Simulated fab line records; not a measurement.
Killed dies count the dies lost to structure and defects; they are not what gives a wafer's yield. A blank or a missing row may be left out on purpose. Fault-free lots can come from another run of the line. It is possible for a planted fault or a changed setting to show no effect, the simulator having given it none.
Which tool did it? / flow ritCmos / 14 lots, 42 wafers sampled, at 2 steps of a route of 202

== WHAT THE GAUGES SHOWED, per wafer ==
RIT_FOX1_THK_MEAS_01. Usual: FOX1_OXIDE_THK gives 347 nm (standard deviation 7.1).
lot=L566; measured=day 1 18:37; on=filmMetro-03; FOX1_OXIDE_THK (nm)=357 358 356; flag=
lot=L567; measured=day 1 22:00; on=filmMetro-02; FOX1_OXIDE_THK (nm)=349 349 347; flag=
lot=L568; measured=day 2 03:49; on=filmMetro-03; FOX1_OXIDE_THK (nm)=352 353 358; flag=
lot=L570; measured=day 2 14:19; on=filmMetro-03; FOX1_OXIDE_THK (nm)=350 347 348; flag=
lot=L571; measured=day 2 18:59; on=filmMetro-03; FOX1_OXIDE_THK (nm)=349 355 354; flag=
lot=L572; measured=day 3 00:21; on=filmMetro-02; FOX1_OXIDE_THK (nm)=351 352 354; flag=
lot=L573; measured=day 3 04:48; on=filmMetro-03; FOX1_OXIDE_THK (nm)=340 338 339; flag=
lot=L576; measured=day 3 22:07; on=filmMetro-03; FOX1_OXIDE_THK (nm)=342 349 349; flag=
lot=L577; measured=day 4 00:56; on=filmMetro-03; FOX1_OXIDE_THK (nm)=339 335 331; flag=
lot=L578; measured=day 4 06:44; on=filmMetro-03; FOX1_OXIDE_THK (nm)=337 342 339; flag=
lot=L586; measured=day 5 22:48; on=filmMetro-01; FOX1_OXIDE_THK (nm)=211 215 209; flag=OFF
lot=L587; measured=day 6 03:47; on=filmMetro-01; FOX1_OXIDE_THK (nm)=207 210 205; flag=OFF
lot=L588; measured=day 6 08:56; on=filmMetro-02; FOX1_OXIDE_THK (nm)=358 355 355; flag=
lot=L589; measured=day 6 13:31; on=filmMetro-03; FOX1_OXIDE_THK (nm)=344 353 349; flag=

== EACH LOT AND THE TOOL THAT RAN IT (in order: tool; ch and the chambers of the sampled wafers; start) ==
lot=L566; RIT_FOX1_OXIDATION_00=furnace-03 ch 0, day 1 17:18
lot=L567; RIT_FOX1_OXIDATION_00=furnace-03 ch 0, day 1 20:41
lot=L568; RIT_FOX1_OXIDATION_00=furnace-01 ch 0, day 2 02:31
lot=L570; RIT_FOX1_OXIDATION_00=furnace-04 ch 0, day 2 13:00
lot=L571; RIT_FOX1_OXIDATION_00=furnace-03 ch 0, day 2 17:40
lot=L572; RIT_FOX1_OXIDATION_00=furnace-03 ch 0, day 2 23:02
lot=L573; RIT_FOX1_OXIDATION_00=furnace-01 ch 0, day 3 03:29
lot=L576; RIT_FOX1_OXIDATION_00=furnace-04 ch 0, day 3 20:47
lot=L577; RIT_FOX1_OXIDATION_00=furnace-01 ch 0, day 3 23:37
lot=L578; RIT_FOX1_OXIDATION_00=furnace-04 ch 0, day 4 05:25
lot=L586; RIT_FOX1_OXIDATION_00=furnace-04 ch 0, day 5 21:29
lot=L587; RIT_FOX1_OXIDATION_00=furnace-04 ch 0, day 6 02:29
lot=L588; RIT_FOX1_OXIDATION_00=furnace-01 ch 0, day 6 07:36
lot=L589; RIT_FOX1_OXIDATION_00=furnace-03 ch 0, day 6 12:12
- RIT_FOX1_OXIDATION_00: target thk 350.7 nm, ox time 1130 s.

== WHAT THE TOOLS THEMSELVES READ (means of the sampled wafers that have a number; where no wafer has one, the mark that the record gives instead) ==
RIT_FOX1_OXIDATION_00. Usual: oxTempC reads 1099.9 C (standard deviation 0.52).
lot=L566; tool=furnace-03; oxTempC (C)=1099.7; flag=
lot=L567; tool=furnace-03; oxTempC (C)=1099.5; flag=
lot=L568; tool=furnace-01; oxTempC (C)=1099.3; flag=
lot=L570; tool=furnace-04; oxTempC (C)=1099.6; flag=
lot=L571; tool=furnace-03; oxTempC (C)=1099.7; flag=
lot=L572; tool=furnace-03; oxTempC (C)=1099.7; flag=
lot=L573; tool=furnace-01; oxTempC (C)=1099.8; flag=
lot=L576; tool=furnace-04; oxTempC (C)=1098.7; flag=
lot=L577; tool=furnace-01; oxTempC (C)=1100.2; flag=
lot=L578; tool=furnace-04; oxTempC (C)=1099.5; flag=
lot=L586; tool=furnace-04; oxTempC (C)=1100.1; flag=
lot=L587; tool=furnace-04; oxTempC (C)=1100.2; flag=
lot=L588; tool=furnace-01; oxTempC (C)=1099.6; flag=
lot=L589; tool=furnace-03; oxTempC (C)=1099.9; flag=

== THE ANSWER, worked out from the rows above alone ==
Rule: a lot counts as off when the mean over its wafers that have a number is more than 3 standard deviations away from the usual mean. A lot without any number at a reading at which 4 lots or more have one is off too. All remaining lots with rows at the step are treated as sound. The gauges are gone through in route order, then the tools' own readings, and for those a lot's mean is taken as printed above. At the first step where some lot is off, the reading lying furthest off is the one used; lots without a number count as furthest.
Off: at RIT_FOX1_THK_MEAS_01 (FOX1_OXIDE_THK), L586, L587.
A tool fits if, at a process step before that reading, it ran every lot that is off, and no sound lot after the first of them. Those tools and the gauges at RIT_FOX1_THK_MEAS_01 are tried in the same way. Can't be told from this: 2 tools fit, furnace-04 at RIT_FOX1_OXIDATION_00, filmMetro-01 at RIT_FOX1_THK_MEAS_01.

== WHAT THE SIMULATOR HAD PUT IN ==
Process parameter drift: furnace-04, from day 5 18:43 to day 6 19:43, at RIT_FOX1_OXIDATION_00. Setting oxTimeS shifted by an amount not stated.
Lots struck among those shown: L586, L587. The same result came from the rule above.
